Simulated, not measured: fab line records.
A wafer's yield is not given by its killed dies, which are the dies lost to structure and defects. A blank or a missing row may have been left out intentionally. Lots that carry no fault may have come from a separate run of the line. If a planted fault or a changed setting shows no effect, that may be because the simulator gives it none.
A struck lot beside a sound one + flow rit-cmos + 39 steps out of a route of 202
Sound: wafers L944.1, L944.2, L944.6. Struck: wafers L954.3, L954.5, L954.6. The cause is given at the end.
Per side, at each step with rows, come the tool, then ch with its chambers, and then its first start. Under that, the readings that differ: sound wafers + struck wafers + difference of the means + sigmas: that difference in standard deviations of wafers without a fault.
alike: readings whose means differ by less than 2 such deviations, and words and numbers that are the same on both sides. not compared: withheld readings, readings that some wafer has no value for, bounds like >300 that may hide the same value, and numbers for which the record gives no deviation and whose values overlap.
The two part at a step that has a row with sigmas, a row that says differs or no value, or rows on one side only. Non-overlapping numbers with no deviation appear without sigmas and do not part them. A reading that every wafer of one side lacks parts them only if that side has two wafers or more.

first, 3 steps without rows for these wafers: RIT_GATE_EXPOSE_13 (exposes mask M6, target cd 150 nm); RIT_GATE_PEB_14; RIT_GATE_DEVELOP_15 (develop time 50 s).
RIT_GATE_CD_MEAS_16: target cd 150 nm.
  struck on cd-sem-01, day 6 11:29; sound on cd-sem-01, day 4 09:26
  alike: cd-nm
RIT_GATE_OVL_MEAS_17:
  struck on overlay-02, day 6 11:35; sound on overlay-01, day 4 09:34
  alike: GATE_OVL
then, 1 step without rows for these wafers: RIT_GATE_HARDBAKE_18 (time 60 s).
RIT_GATE_ETCH_19: etches poly-Si in SF6/CHF3/O2, stops on SiO2, time 165 s, target depth 312.5 nm.
  sound on rie-si-01 ch 2,3, day 4 09:50; struck on rie-si-01 ch 0,2,3, day 6 11:46
  alike: chamber-pressure-mTorr, drypump-motor-current-A, oes-product-au, throttle-valve-pct
  not compared: rf-hours-counter-h
RIT_GATE_STRIP_20: strips in O2, time 180 s.
  sound on plasma-asher-03 ch 0,1, day 4 09:56; struck on plasma-asher-02 ch 0,1, day 6 11:55
| reading                     | sound       | struck      | difference | sigmas |
|-----------------------------|-------------|-------------|------------|--------|
| drypump-motor-current-A (A) | 6.7 5.7 6.7 | 5.1 5.1 6.1 | -0.9       | -2     |
  alike: chamber-pressure-mTorr
  not compared: rf-hours-counter-h
RIT_GATE_CD_MEAS_90: target cd 150 nm.
  struck on cd-sem-01, day 6 12:05; sound on cd-sem-01, day 4 10:07
  alike: cd-nm
then, 3 steps without rows for these wafers: RIT_REOX_CLEAN_00 (cleans in SC1, time 600 s); RIT_REOX_CLEAN_01 (cleans in dHF, time 30 s); RIT_REOX_CLEAN_02 (cleans in SC2, time 600 s).
RIT_REOX_OXIDATION_03: target thk 25.2 nm, ox time 5580 s.
  sound on furnace-02 ch 0, day 4 10:38; struck on furnace-02 ch 0, day 6 12:32
| reading                                     | sound             | struck              | difference | sigmas |
|---------------------------------------------|-------------------|---------------------|------------|--------|
| spike-tc-centre-C (C)                       | 900.4 904.3 902.8 | 897.8 894.4 898.3   | -5.7       | -6     |
| spike-tc-load-C (C)                         | 925.6 926.4 926.4 | 920.6 918.1 922.5   | -5.7       | -5     |
| spike-tc-source-C (C)                       | 923.6 923.4 922.1 | 916.4 916.1 915.5   | -7.0       | -5     |
| tube-center-temp-C (C)                      | 899.96 900.14 900 | 894.09 894.23 894.1 | -5.89      | -78    |
| tube_center_temp_C_max                      | 902.0 902.9 903.0 | 896.2 896.6 896.2   | -6.3       | -16    |
| model.SiO2_of_REOX_OXIDATION_03.thk-nm (nm) | 25.31 25.79 25.2  | 23.48 23.48 23.84   | -1.83      |        |
  alike: zone-power-centre-pct
RIT_REOX_THK_MEAS_04:
  struck on film-metro-02, day 6 15:06; sound on film-metro-04, day 4 13:11
| reading             | sound          | struck         | difference | sigmas |
|---------------------|----------------|----------------|------------|--------|
| REOX_OXIDE_THK (nm) | 25.4 25.8 25.2 | 23.5 23.5 23.9 | -1.8       | -4     |
then, 6 steps without rows for these wafers: RIT_NLDD_HMDS_00 (prime time 60 s); RIT_NLDD_COAT_01 (resist thk 1000 nm); RIT_NLDD_SOFTBAKE_02 (time 60 s); RIT_NLDD_EXPOSE_03 (exposes mask M7, target cd 40700 nm); RIT_NLDD_PEB_04; RIT_NLDD_DEVELOP_05 (develop time 50 s).
RIT_NLDD_OVL_MEAS_06:
  struck on overlay-01, day 6 16:00; sound on overlay-01, day 4 14:05
  alike: NLDD_OVL
then, 2 steps without rows for these wafers: RIT_NLDD_HARDBAKE_07 (time 60 s); RIT_NLDD_IMPLANT_08.
RIT_NLDD_STRIP_09: strips in O2, time 180 s.
  sound on plasma-asher-03 ch 0,1, day 4 14:26; struck on plasma-asher-01 ch 0,1, day 6 16:23
  alike: chamber-pressure-mTorr, drypump-motor-current-A
  not compared: rf-hours-counter-h
RIT_NLDD_TW_MEAS_10:
  struck on film-metro-04, day 6 16:31; sound on film-metro-01, day 4 14:37
  alike: NLDD_TW
then, 6 steps without rows for these wafers: RIT_PLDD_HMDS_00 (prime time 60 s); RIT_PLDD_COAT_01 (resist thk 1000 nm); RIT_PLDD_SOFTBAKE_02 (time 60 s); RIT_PLDD_EXPOSE_03 (exposes mask M8, target cd 40900 nm); RIT_PLDD_PEB_04; RIT_PLDD_DEVELOP_05 (develop time 50 s).
RIT_PLDD_OVL_MEAS_06:
  struck on overlay-02, day 6 17:35; sound on overlay-01, day 4 15:32
  alike: PLDD_OVL
then, 2 steps without rows for these wafers: RIT_PLDD_HARDBAKE_07 (time 60 s); RIT_PLDD_IMPLANT_08.
RIT_PLDD_STRIP_09: strips in O2, time 180 s.
  sound on plasma-asher-04 ch 0,1, day 4 15:52; struck on plasma-asher-04 ch 0,1, day 6 17:58
  alike: chamber-pressure-mTorr, drypump-motor-current-A
  not compared: rf-hours-counter-h
RIT_PLDD_TW_MEAS_10:
  struck on film-metro-04, day 6 18:06; sound on film-metro-03, day 4 16:02
| reading | sound          | struck         | difference | sigmas |
|---------|----------------|----------------|------------|--------|
| PLDD_TW | 2362 2376 2369 | 2299 2313 2322 | -58        | -3     |
RIT_SPACER_CLEAN_00: cleans in SC1, time 600 s.
  sound on wet-bench-04 ch 0, day 4 16:06; struck on wet-bench-03 ch 0, day 6 18:08
| reading                                     | sound            | struck            | difference | sigmas |
|---------------------------------------------|------------------|-------------------|------------|--------|
| model.SiO2_of_REOX_OXIDATION_03.thk-nm (nm) | 23.36 23.8 23.26 | 21.71 21.71 22.04 | -1.65      |        |
then, 1 step without rows for these wafers: RIT_SPACER_CLEAN_01 (cleans in dHF, time 30 s).
RIT_M1_PROBE_99:
  struck on prober-02, day 7 07:43; sound on prober-02, day 5 05:43
| reading                               | sound              | struck               | difference | sigmas |
|---------------------------------------|--------------------|----------------------|------------|--------|
| model.etest.pmos-turned.r-on-ohm-um   | 3366 3502 3358     | 3209 3263 3332       | -141       |        |
| model.etest.pldd.rs-ohm-sq            | 511.7 537.2 506.5  | 425.1 422.9 436.4    | -90.3      |        |
| model.etest.nmos-turned.drive-ua-um   | 330.4 318.2 333.6  | 349.9 352.4 334.3    | +18.1      |        |
| model.etest.nldd.rs-ohm-sq            | 378.7 389 376.7    | 353.7 354.9 360.6    | -25.1      |        |
| model.etest.pldd.line-ohm-um          | 159.9 170.2 158.5  | 136.1 133.9 136.6    | -27.3      |        |
| model.etest.pmos-turned.drive-ua-um   | 193.6 184.7 195.4  | 206 206.7 199.3      | +13        |        |
| model.etest.nldd.line-ohm-um          | 118.6 121.9 118.8  | 111.5 114.4 114.9    | -6.2       |        |
| model.etest.pmos-turned.overlap-ff-um | 0.351 0.344 0.3567 | 0.3786 0.3805 0.3721 | +0.0265    |        |
  alike: killed-at-contacts, killed-at-front-end, killed-dies, killed-open, killed-short

## WHERE THEY PART
At RIT_GATE_STRIP_20 first; at RIT_PLDD_TW_MEAS_10 last (within this record only). Later steps at which nothing parts them and some readings are alike: RIT_M1_PROBE_99.

WHY: whatever the simulator had introduced
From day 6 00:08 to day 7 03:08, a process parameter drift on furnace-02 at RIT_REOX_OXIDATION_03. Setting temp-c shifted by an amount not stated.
